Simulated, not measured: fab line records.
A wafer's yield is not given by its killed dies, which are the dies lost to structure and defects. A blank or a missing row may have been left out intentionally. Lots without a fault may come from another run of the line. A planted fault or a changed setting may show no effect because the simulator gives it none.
Struck lot and sound lot, side by side :: flow rit cmos :: 14 steps out of a route of 202
Sound: the wafers L332.3, L332.5, L332.6. Struck: wafer L343.3 (left out: L343.1, L343.6 of the same lot, which were not struck); the cause appears at the end.
Per side, at each step with rows, come the tool, then ch with its chambers, and then its first start. Under that, the readings that differ: sound wafers :: struck wafers :: difference of the means :: sigmas: that difference in standard deviations of wafers without a fault.
alike: readings with means less than 2 such deviations apart, plus words and numbers identical on both sides. not compared: withheld readings, readings lacking a value on some wafer, bounds such as >300 that could conceal the same value, and numbers that have no deviation in the record and whose values overlap.
A row with sigmas, a row that says differs or no value, or rows on one side alone: a step with any of these is where the two part. Numbers that don't overlap but have no deviation are shown without sigmas and don't part them. A reading that every wafer of one side lacks parts them only if that side has two wafers or more.

first, 1 step without rows for these wafers: RIT_ACTIVE_OXIDATION_01 (target thk 46.8 nm, ox time 3360 s).
RIT_ACTIVE_THK_MEAS_02:
  struck on film metro-03, day 4 00:03; sound on film metro-03, day 1 17:04
  alike: ACTIVE_OXIDE_THK
then, 1 step without rows for these wafers: RIT_ACTIVE_CVD_03 (deposits Si3N4 from SiH2Cl2/NH3, target thk 150 nm, time 1500 s).
RIT_ACTIVE_THK_MEAS_04:
  struck on film metro-03, day 4 01:32; sound on film metro-03, day 1 18:33
  alike: ACTIVE_NITRIDE_THK
then, 6 steps without rows for these wafers: RIT_ACTIVE_HMDS_05 (prime time 60 s); RIT_ACTIVE_COAT_06 (resist thk 1000 nm); RIT_ACTIVE_SOFTBAKE_07 (time 60 s); RIT_ACTIVE_EXPOSE_08 (exposes mask M1, target cd 1400 nm); RIT_ACTIVE_PEB_09; RIT_ACTIVE_DEVELOP_10 (develop time 50 s).
RIT_ACTIVE_CD_MEAS_11: target cd 1400 nm.
  struck on cd sem-02, day 4 02:34; sound on cd sem-01, day 1 19:36
  alike: cd nm
then, 1 step without rows for these wafers: RIT_ACTIVE_HARDBAKE_12 (time 60 s).
RIT_ACTIVE_ETCH_13: etches Si3N4 in SF6, stops on SiO2, time 210 s, target depth 210 nm.
  sound on rie diel-03 ch 0,3, day 1 19:50; struck on rie diel-03 ch 3, day 4 02:50
reading: model.NOVOLAK_of_ACTIVE_COAT_06.thk nm (nm)
sound: 664.5 658.2 662.8
struck: 512.8
difference: -149.0
sigmas: 

reading: model.SiO2_of_ACTIVE_OXIDATION_01.thk nm (nm)
sound: 46.51 46.32 45.7
struck: 0
difference: -46
sigmas: 

reading: model.ACTIVE.feature depth nm (nm)
sound: 150.7 150.7 149.6
struck: 194.2
difference: +43.9
sigmas: 
  alike: drypump motor current A, oes product au, rf fwd power W, throttle valve pct
  not compared: rf hours counter h
RIT_ACTIVE_STRIP_14: strips in O2, time 180 s.
  sound on plasma asher-03 ch 0,1, day 1 20:02; struck on plasma asher-04 ch 0, day 4 02:58
  alike: drypump motor current A, o2 flow sccm
  not compared: rf hours counter h

== WHERE THEY PART ==
Nowhere in this record.

WHY: what had been put in by the simulator
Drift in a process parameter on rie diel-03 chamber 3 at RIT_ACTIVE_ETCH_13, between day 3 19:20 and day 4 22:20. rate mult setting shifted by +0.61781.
